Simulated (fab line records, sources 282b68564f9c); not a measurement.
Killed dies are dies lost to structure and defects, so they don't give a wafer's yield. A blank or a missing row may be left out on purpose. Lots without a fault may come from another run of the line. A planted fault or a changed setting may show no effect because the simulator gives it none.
Which tool did it? | flow rit_cmos | 14 lots, 38 wafers sampled, at 3 steps of a route of 202

WHAT THE GAUGES READ, wafer by wafer
RIT_NSD_TW_MEAS_10.
lot  | measured    | on            | NSD_TW
L761 | day 3 09:43 | film_metro-02 | 3098 3130 3126
L763 | day 3 19:46 | film_metro-01 | 3119 3121 3112
L764 | day 3 22:57 | film_metro-01 | 3124 3145 3127
L766 | day 4 09:34 | film_metro-03 | 3147 3124 3123
L767 | day 4 17:55 | film_metro-02 | 3129 3160 3147
L769 | day 5 01:39 | film_metro-01 | 3114
L771 | day 5 16:33 | film_metro-02 | 3123
L773 | day 5 22:20 | film_metro-01 | 3108 3110 3099
L775 | day 6 08:22 | film_metro-02 | 3130 3116 3123
L778 | day 6 23:29 | film_metro-03 | 3141 3137 3138
L780 | day 7 09:05 | film_metro-03 | 3108 3109 3080
L781 | day 7 12:46 | film_metro-03 | 3116 3101 3112
L782 | day 7 16:17 | film_metro-03 | 3140 3106 3115
L783 | day 8 00:04 | film_metro-01 | 3115 3107 3107

WHICH TOOL RAN EACH LOT (tool, then ch and the chambers of the sampled wafers, then the start)
lot  | RIT_PLDD_STRIP_09                   | RIT_SPACER_ETCHBACK_05
L761 | plasma_asher-02 ch 0,1, day 3 04:28 | rie_diel-03 ch 0,2, day 3 08:12
L763 | plasma_asher-01 ch 0,1, day 3 15:34 | rie_diel-01 ch 0,3, day 3 18:08
L764 | plasma_asher-02 ch 0,1, day 3 18:27 | rie_diel-03 ch 1,2,3, day 3 21:25
L766 | plasma_asher-01 ch 0,1, day 4 05:09 | rie_diel-02 ch 0,3, day 4 08:03
L767 | plasma_asher-01 ch 0, day 4 13:02   | rie_diel-02 ch 1,2,3, day 4 15:37
L769 | plasma_asher-02 ch 0, day 4 21:26   | rie_diel-02 ch 1, day 5 00:01
L771 | plasma_asher-01 ch 1, day 5 11:16   | rie_diel-02 ch 0, day 5 14:53
L773 | plasma_asher-02 ch 0,1, day 5 18:07 | rie_diel-01 ch 1,3, day 5 20:42
L775 | plasma_asher-03 ch 0,1, day 6 04:14 | rie_diel-02 ch 0,1,2, day 6 06:51
L778 | plasma_asher-03 ch 0,1, day 6 18:50 | rie_diel-03 ch 0,1,3, day 6 21:54
L780 | plasma_asher-01 ch 0,1, day 7 05:00 | rie_diel-02 ch 0,2, day 7 07:35
L781 | plasma_asher-01 ch 0,1, day 7 08:41 | rie_diel-03 ch 0,1, day 7 11:16
L782 | plasma_asher-03 ch 0,1, day 7 11:53 | rie_diel-03 ch 1,2, day 7 14:29
L783 | plasma_asher-01 ch 0, day 7 19:52   | rie_diel-02 ch 2,3, day 7 22:26
- RIT_PLDD_STRIP_09: strips in O2, time 180 s.
- RIT_SPACER_ETCHBACK_05: etches Si3N4 in SF6/CHF3, stops on SiO2, target depth 250 nm, time 240 s.

WHAT THE TOOLS THEMSELVES READ (means of the sampled wafers that have a number; where no wafer has one, the mark that the record gives instead)
RIT_PLDD_STRIP_09.
lot  | tool            | drypump_motor_current_A (A) | run_length_s (s)
L761 | plasma_asher-02 | 6.0                         | 208.1
L763 | plasma_asher-01 | 5.0                         | 208.7
L764 | plasma_asher-02 | 6.0                         | 208.5
L766 | plasma_asher-01 | 5.0                         | 208.5
L767 | plasma_asher-01 | 4.9                         | 207.9
L769 | plasma_asher-02 | 6.2                         | 208.2
L771 | plasma_asher-01 | 5.0                         | 208.5
L773 | plasma_asher-02 | 5.7                         | 208.1
L775 | plasma_asher-03 | 6.1                         | 208.9
L778 | plasma_asher-03 | 6.0                         | 209.2
L780 | plasma_asher-01 | 5.0                         | 208.5
L781 | plasma_asher-01 | 5.0                         | 208.2
L782 | plasma_asher-03 | 6.1                         | 208.8
L783 | plasma_asher-01 | 5.0                         | 208.1

RIT_SPACER_ETCHBACK_05.
lot  | tool        | drypump_motor_current_A (A) | oes_product_au (a.u.) | throttle_valve_pct (%)
L761 | rie_diel-03 | 5.8                         | 0.844                 | 10.41
L763 | rie_diel-01 | 5.8                         | 0.842                 | 10.34
L764 | rie_diel-03 | 5.6                         | 0.842                 | 10.33
L766 | rie_diel-02 | 6.1                         | 0.858                 | 10.17
L767 | rie_diel-02 | 5.4                         | 0.854                 | 10.24
L769 | rie_diel-02 | 5.7                         | 0.831                 | 10.07
L771 | rie_diel-02 | 6.4                         | 0.841                 | 10.04
L773 | rie_diel-01 | 5.7                         | 0.833                 | 10.37
L775 | rie_diel-02 | 5.7                         | 0.854                 | 10.13
L778 | rie_diel-03 | 5.8                         | 0.858                 | 10.39
L780 | rie_diel-02 | 5.5                         | 0.858                 | 10.18
L781 | rie_diel-03 | 5.7                         | 0.845                 | 10.44
L782 | rie_diel-03 | 5.5                         | 0.844                 | 10.34
L783 | rie_diel-02 | 5.4                         | 0.849                 | 10.34

THE ANSWER, worked out from the rows above alone
Rule: what is usual is taken from the lots themselves. Put in order of their means at a reading, lots are off if they are a third of the lots or fewer, leave a main group of 4 or more, and stand apart from it by a gap of 3 or more times the standard deviation of the main group's means; of several such gaps the widest counts. A main group whose means are all the same, to the digits that the tables above print for the reading, isn't used. A lot without any number at a reading at which 4 lots or more have one is off too. The other lots that the step has rows for count as sound. The gauges are gone through in route order, then the tools' own readings, and for those a lot's mean is taken as printed above. The first step at which some lot is off is used, and at that step the reading that is off furthest; a lot without a number counts as furthest.
No lot is off at any reading shown: from this, nothing can be told.

WHAT THE SIMULATOR HAD PUT IN
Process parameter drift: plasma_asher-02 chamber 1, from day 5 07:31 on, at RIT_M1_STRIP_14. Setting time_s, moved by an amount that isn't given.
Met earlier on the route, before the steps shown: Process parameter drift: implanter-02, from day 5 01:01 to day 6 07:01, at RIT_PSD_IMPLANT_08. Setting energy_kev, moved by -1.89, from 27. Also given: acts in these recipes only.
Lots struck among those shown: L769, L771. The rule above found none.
